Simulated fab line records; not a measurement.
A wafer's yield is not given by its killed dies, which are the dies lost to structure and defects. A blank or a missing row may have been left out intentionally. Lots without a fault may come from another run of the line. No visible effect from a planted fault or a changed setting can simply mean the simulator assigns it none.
Chamber matching -- flow berkeleyCmos170 -- 4 sister chambers for UCB170_V1_CMP_02 on cmp-02
The step polishes SiO2. 4 wafers are shown with their chamber, then 9 later ones without.

== WAFERS WITH THEIR CHAMBER ==
wafer,chamber,motorCurrentA (A)
L360.1,1,14.5
L357.1,2,16.1
L363.5,0,15.4
L363.6,3,16.6

== WAFERS WITH NO CHAMBER GIVEN ==
wafer,motorCurrentA (A)
L367.2,15.3
L367.3,16.6
L367.4,16.5
L372.1,17.4
L372.2,16.6
L372.5,14.9
L374.3,13.8
L374.4,14.7
L374.5,13.6

== WHICH CHAMBER EACH WENT THROUGH ==
wafer,from the rows above,in truth
L367.2,can't be placed: 0 or 1 or 2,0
L367.3,can't be placed: 3 or 2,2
L367.4,can't be placed: 3 or 2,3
L372.1,can't be placed: 3 or 2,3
L372.2,can't be placed: 3 or 2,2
L372.5,can't be placed: 1 or 0 or 2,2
L374.3,can't be placed: 1 or 0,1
L374.4,can't be placed: 1 or 0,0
L374.5,can't be placed: 1 or 0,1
Correctly placed: 0 of 9. Unplaceable from these rows: 9, with the true chamber sitting among the candidates in 9. Placed wrongly: 0.
How it was worked out, from the rows above alone: a wafer's distance from a chamber is the root of the sum, over the readings, of the square of ((its reading less the chamber's mean) divided by the reading's scatter). The wafer belongs to the nearest chamber; if the next one is less than 2 further off, it can't be placed. Each chamber's mean is taken over the wafers shown for it. The scatter (one wafer shown for each chamber): square how far every hidden wafer sits from the nearest shown wafer, average those squares and take the square root.
